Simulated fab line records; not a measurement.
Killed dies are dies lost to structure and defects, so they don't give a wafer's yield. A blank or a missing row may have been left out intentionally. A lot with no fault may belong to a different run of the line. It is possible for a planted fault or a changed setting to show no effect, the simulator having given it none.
A single fault, viewed from 2 desks | flow berkeley-cmos170 | only its own numbers are on each desk; what lay behind them is given at the end

## FROM THE METROLOGY DESK
What the gauges read, lot by lot, whatever tool the lot ran on: means of the sampled wafers that have a number. A lot is out of limits, marked OUT, if its mean lies more than 4 standard deviations from the usual mean; the brackets give that distance.
Columns: A = cd-nm at UCB170_NSD_CD_MEAS_06, usual 1200.0 nm; B = cd-nm at UCB170_M1_CD_MEAS_09, usual 700.1 nm; C = cd-nm at UCB170_M2_CD_MEAS_90, usual 701.1 nm
lot  | first seen here | A      | B     | C
L691 | day 7 13:54     | 1198.6 | 701.5 | 703.8
L692 | day 7 14:07     | 1198.9 | 699.5 | 700.9
L693 | day 8 07:49     | 1200.5 | 699.8 | 700.6
L696 | day 8 15:51     | 1200.3 | 698.2 | 700.1
L694 | day 8 15:58     | 1200.3 | 700.8 | 700.5
L695 | day 8 16:13     | 1200.8 | 700.1 | 705.2
L699 | day 9 07:45     | 1199.3 | 701.7 | 704.4
L697 | day 9 08:19     | 1198.8 | 698.8 | 699.5
L702 | day 10 02:44    | 1200.7 | 699.9 | 697.9
L700 | day 10 02:48    | 1199.7 | 700.6 | 699.2
L701 | day 10 03:08    | 1199.8 | 701.1 | 702.0
L707 | day 11 04:31    | 1199.7 | 699.4 | 683.7 (-5.8) OUT
L705 | day 11 05:04    | 1200.1 | 701.9 | 681.3 (-6.6) OUT
L714 | day 13 05:08    | 1199.8 | 698.8 | 702.2
This desk's verdict: out of limits on L705, L707, starting with L707 at day 11 19:46 (cd-nm at UCB170_M2_CD_MEAS_90). In limits: L691, L692, L693, L696, L694, L695, L699, L697, L702, L700, L701, L714.

## AT THE TOOL OWNER'S DESK: rie-metal-04
The tool's own readings at UCB170_M2_METAL_ETCH_18 (etches Al in Cl2/BCl3, stops on SiO2, target depth 1170 nm, time 195 s): means of the sampled wafers that have a number, for each lot that ran on this tool. A lot is out of limits, marked OUT, if its mean lies more than 4 standard deviations from the usual mean; the brackets give that distance.
Columns: A = drypump-motor-current-A at UCB170_M2_METAL_ETCH_18, usual 5.8 A; B = oes-product-au at UCB170_M2_METAL_ETCH_18, usual 0.873 a.u.; C = rf-fwd-power-W at UCB170_M2_METAL_ETCH_18, usual 598.0 W; D = throttle-valve-pct at UCB170_M2_METAL_ETCH_18, usual 24.15 %
lot  | first seen here | A   | B     | C                       | D
L692 | day 8 13:41     | 6.0 | 0.875 | 598.3                   | 24.22
L695 | day 9 10:38     | 6.0 | 0.868 | 600.1                   | 24.44
L699 | day 10 00:15    | 6.0 | 0.877 | 597.9                   | 24.22
L702 | day 10 20:32    | 6.0 | 0.875 | 597.7                   | 24.23
L701 | day 10 22:37    | 6.0 | 0.880 | 599.3                   | 24.22
L707 | day 11 19:17    | 6.0 | 0.892 | 837.0 (+99 or more) OUT | 23.78
L705 | day 12 00:38    | 6.1 | 0.882 | 838.8 (+99 or more) OUT | 23.99
This desk's verdict: out of limits on L705, L707, starting with L707 at day 11 19:17 (rf-fwd-power-W at UCB170_M2_METAL_ETCH_18). In limits: L692, L695, L699, L702, L701.

## PUT TOGETHER
At day 11 19:17, on L705, L707, the tool owner's desk was in a position to raise an alarm.
Metrology desk: alarm possible at day 11 19:46 on L705, L707.
All the named lots went through UCB170_M2_METAL_ETCH_18 on rie-metal-04.

## WHAT THE SIMULATOR PUT IN
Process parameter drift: rie-metal-04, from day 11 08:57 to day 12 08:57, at UCB170_M2_METAL_ETCH_18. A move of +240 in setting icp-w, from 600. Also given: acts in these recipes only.
Shown lots that were struck: L705, L707.
Delay (hours) between the fault's onset and each desk's first out-of-limits reading: 10 at the tool owner's desk, 11 at the metrology desk.
